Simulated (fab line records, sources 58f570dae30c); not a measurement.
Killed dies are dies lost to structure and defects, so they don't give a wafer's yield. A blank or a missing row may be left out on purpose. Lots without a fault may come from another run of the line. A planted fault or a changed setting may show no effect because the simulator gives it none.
Problem report in the 8D (eight disciplines) form, filled by code | flow berkeley_cmos170 | the parts of the form that need people (team, actions taken, sign-off) are left out

1. THE PROBLEM
M1_AL_RS at UCB170_M1_RS_MEAS_01 reads a mean of 0.0600 ohm/sq on 9 wafers of 3 lots; wafers without a fault read 0.0487 ohm/sq with a standard deviation of 0.00049. That is +23 standard deviations from the usual mean.
The step: measures by four-point-probe.
First seen on wafer L362.2, day 11 09:29, on film_metro-02. The record holds 45 wafers of 15 lots with a number at this step. Rule for "out", or "out of limits": more than 4 standard deviations from the usual mean. The other wafers with a number count as sound.

2. WHAT IT IS AND WHAT IT IS NOT
question                    | is                                          | is not
which readings at this step | M1_AL_RS                                    | -
which lots                  | L362, L367, L369                            | L348, L350, L351, L353, L355, L357, L359, L360, L361, L363, L364, L366
which wafers of those lots  | all that have a number                      | -
read on which gauges        | film_metro-01, film_metro-02, film_metro-03 | -
when                        | from day 11 09:29                           | up to then (33 sound wafers); but 3 sound wafers of L366 came after

3. SUSPECTS, AND WHAT RULES EACH OUT
Counting: a tool at a process step up to the reading stays a suspect if it ran every lot that is out and no sound lot after the first of them.
- the gauge at UCB170_M1_RS_MEAS_01: ruled out. The wafers that are out were read on 3 gauges (film_metro-01, film_metro-02, film_metro-03).
- pvd_sputter-04 at UCB170_M1_SPUTTER_00 (material Al, target thk 600 nm, time 80 s): kept. It ran every lot that is out, first L362 (day 11 09:25), and no sound lot after that; its last sound lot up to then is L363 (day 11 07:27).
Left after counting: pvd_sputter-04 at UCB170_M1_SPUTTER_00.

4. THE CAUSE (what the simulator had put in)
Site profile drift: pvd_sputter-04, from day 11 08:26 on, at UCB170_M1_SPUTTER_00. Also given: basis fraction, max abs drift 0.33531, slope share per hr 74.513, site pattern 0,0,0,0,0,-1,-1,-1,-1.
Counting left only this tool.

5. THE CHAIN OF EFFECTS, in route order
Each row: a reading whose mean over the struck wafers that have a number lies more than 3 standard deviations from the usual. Only readings for which the record gives a usual standard deviation are gone through. hours: the time from each lot's start at the first step in this table that gives one to its start at this step, as a median over the lots. sigmas: the change in usual standard deviations.
hours | step                    | reading        | usual         | on struck wafers | change  | sigmas
0     | UCB170_M1_RS_MEAS_01    | M1_AL_RS       | 0.0487 ohm/sq | 0.0600           | +0.0113 | +23
0     | UCB170_M1_THK_MEAS_02   | M1_AL_THK      | 602 nm        | 512              | -90     | -13
1     | UCB170_M1_METAL_ETCH_12 | oes_product_au | 0.846 a.u.    | 0.773            | -0.073  | -7.3
The process steps in it:
- UCB170_M1_METAL_ETCH_12: etches Al in Cl2/BCl3, stops on PSG, target depth 780 nm, time 130 s.
Later measuring or inspecting steps at which every struck wafer that the step has a row for has a number for every such reading, and none has moved that far: UCB170_V1_THK_MEAS_04.

6. WHAT WOULD HAVE CAUGHT IT SOONER
In this record the first reading out of limits at a measuring or inspecting step was taken at day 11 09:29, 1 hour after the fault began at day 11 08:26.
Of the tool readings at UCB170_M1_SPUTTER_00 for which the record gives a usual standard deviation, none was out on any struck wafer, so an alarm limit of 4 standard deviations on them would not have fired.
Of the lots that are out (3), L367, L369 began UCB170_M1_SPUTTER_00 on pvd_sputter-04 after day 11 09:29. A hold on the tool at that time would have spared those 2.
